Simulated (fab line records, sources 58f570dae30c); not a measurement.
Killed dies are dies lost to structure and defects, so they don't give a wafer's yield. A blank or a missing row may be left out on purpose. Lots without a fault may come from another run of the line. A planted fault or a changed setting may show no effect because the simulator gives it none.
Which tool did it? | flow berkeley_cmos170 | 7 lots, 21 wafers sampled, at 2 steps of a route of 331

WHAT THE GAUGES READ, wafer by wafer
UCB170_PFIELD_OVL_MEAS_06.
lot  | measured     | on         | PFIELD_OVL (nm)
L423 | day 5 04:17  | overlay-01 | 3 1 -1
L424 | day 5 04:56  | overlay-01 | 4 6 1
L431 | day 6 18:46  | overlay-01 | - - -
L436 | day 7 14:36  | overlay-02 | -4 0 2
L439 | day 8 23:04  | overlay-01 | -11 0 -2
L444 | day 9 16:07  | overlay-02 | 8 14 5
L445 | day 10 00:56 | overlay-01 | 7 7 1

WHICH TOOL RAN EACH LOT (tool, then ch and the chambers of the sampled wafers, then the start)
lot  | UCB170_PFIELD_COAT_01
L423 | litho_track-03 ch 0, day 5 03:13
L424 | litho_track-03 ch 0, day 5 04:07
L431 | litho_track-01, day 6 17:58
L436 | litho_track-04 ch 0, day 7 13:46
L439 | litho_track-03 ch 0, day 8 22:16
L444 | litho_track-04 ch 0, day 9 15:16
L445 | litho_track-03 ch 0, day 10 00:19
- UCB170_PFIELD_COAT_01: resist thk 900 nm.

THE ANSWER, worked out from the rows above alone
Rule: what is usual is taken from the lots themselves. Put in order of their means at a reading, lots are off if they are a third of the lots or fewer, leave a main group of 4 or more, and stand apart from it by a gap of 3 or more times the standard deviation of the main group's means; of several such gaps the widest counts. A main group whose means are all the same, to the digits that the tables above print for the reading, isn't used. A lot without any number at a reading at which 4 lots or more have one is off too. The other lots that the step has rows for count as sound.
Off: L431, at UCB170_PFIELD_OVL_MEAS_06 (PFIELD_OVL). Without a number there: L431. The main group: mean 2 nm, standard deviation 4.3.
A tool fits if, at a process step before that reading, it ran every lot that is off, and no sound lot after the first of them. The gauges at UCB170_PFIELD_OVL_MEAS_06 are tried like those tools. One fits: litho_track-01 at UCB170_PFIELD_COAT_01. It ran no sound lot before its first lot that is off in this sample, so the start can't be narrowed down.

WHAT THE SIMULATOR HAD PUT IN
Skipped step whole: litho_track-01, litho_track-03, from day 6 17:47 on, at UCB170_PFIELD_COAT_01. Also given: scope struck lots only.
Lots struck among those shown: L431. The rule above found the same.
